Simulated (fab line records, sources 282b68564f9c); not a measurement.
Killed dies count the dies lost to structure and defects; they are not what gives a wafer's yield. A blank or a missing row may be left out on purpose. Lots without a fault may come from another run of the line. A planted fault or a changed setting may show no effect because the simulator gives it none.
Commonality check across tools ; flow rit_cmos ; 15 lots, 45 wafers sampled

## REASON IT WAS OPENED
Of 15 lots, 3 have the reading NWELL_TW flagged at RIT_NWELL_TW_MEAS_10. Fault-free wafers read 2131, with a standard deviation of 13.
Rule: a lot is flagged when every wafer of it that has a number lies more than 4 standard deviations from that mean, or none has a number. The other lots count as sound.

lot;measured;on;NWELL_TW, wafer by wafer;flag
L597;day 1 23:03;film_metro-03;2127 2115 2124;
L599;day 2 08:28;film_metro-01;2132 2145 2133;
L600;day 2 12:58;film_metro-01;2148 2139 2127;
L601;day 2 17:38;film_metro-01;2134 2142 2141;
L602;day 2 23:55;film_metro-03;2122 2108 2109;
L603;day 3 02:55;film_metro-04;2140 2130 2132;
L604;day 3 12:05;film_metro-01;2142 2132 2142;
L605;day 3 15:49;film_metro-04;2140 2137 2137;
L607;day 4 02:02;film_metro-01;2149 2150 2136;
L609;day 4 10:34;film_metro-03;2046 2046 2048;FLAGGED
L610;day 4 15:59;film_metro-03;2113 2097 2114;
L611;day 5 00:37;film_metro-04;2052 2050 2063;FLAGGED
L612;day 5 02:40;film_metro-04;2074 2068 2076;FLAGGED
L619;day 6 13:03;film_metro-04;2148 2126 2119;
L620;day 6 17:59;film_metro-04;2138 2134 2125;
The numbers of the flagged lots are 2058 on average: -73 against the usual, or -6 standard deviations.

## WHICH TOOL RAN EACH LOT
The record keeps 1 process step preceding the reading, out of 202 steps on the route. Cell contents, in order: the tool; ch with the chambers the sampled wafers went through; the start.
lot;flag;RIT_NWELL_DEVELOP_05
L597;;litho_track-04 ch 0, day 1 22:00
L599;;litho_track-01 ch 0, day 2 07:00
L600;;litho_track-04 ch 0, day 2 12:00
L601;;litho_track-03 ch 0, day 2 16:00
L602;;litho_track-01 ch 0, day 2 23:00
L603;;litho_track-03 ch 0, day 3 02:00
L604;;litho_track-04 ch 0, day 3 11:00
L605;;litho_track-04 ch 0, day 3 15:00
L607;;litho_track-04 ch 0, day 4 01:00
L609;FLAGGED;litho_track-04 ch 0, day 4 09:00
L610;;litho_track-03 ch 0, day 4 15:00
L611;FLAGGED;litho_track-04 ch 0, day 4 23:00
L612;FLAGGED;litho_track-04 ch 0, day 5 01:00
L619;;litho_track-01 ch 0, day 6 12:00
L620;;litho_track-01 ch 0, day 6 17:00
What is done by these steps:
- RIT_NWELL_DEVELOP_05: develop time 68 s.
- RIT_NWELL_TW_MEAS_10

## FLAGGED AGAINST TOTAL, ONE TOOL AT A TIME (gauges that did the reading follow at the end)
step;tool;lots run;flagged;share of the flagged lots;sound lots run after its first flagged lot
RIT_NWELL_DEVELOP_05;litho_track-01;4;0;none;-
RIT_NWELL_DEVELOP_05;litho_track-03;3;0;none;-
RIT_NWELL_DEVELOP_05;litho_track-04;8;3;all;0
RIT_NWELL_TW_MEAS_10;film_metro-01;5;0;none;-
RIT_NWELL_TW_MEAS_10;film_metro-03;4;1;some;1 (L610)
RIT_NWELL_TW_MEAS_10;film_metro-04;6;2;some;2 (L619,L620)

## THE TABLE: WHAT IT ALLOWS
1 row of the table ran every flagged lot: litho_track-04 at RIT_NWELL_DEVELOP_05.
- litho_track-04 at RIT_NWELL_DEVELOP_05: 3 of its 8 lots flagged. It ran its last sound lot, L607, at day 4 01:00 and its first flagged lot, L609, at day 4 09:00: a fault with its onset between the two fits.
Just one tool remains: litho_track-04 at RIT_NWELL_DEVELOP_05.

## WHAT WAS PUT IN BY THE SIMULATOR
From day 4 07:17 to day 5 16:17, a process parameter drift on litho_track-04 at RIT_NWELL_DEVELOP_05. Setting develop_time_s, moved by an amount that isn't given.
Lots struck among those shown: L609, L611, L612. Same finding as the rule above.
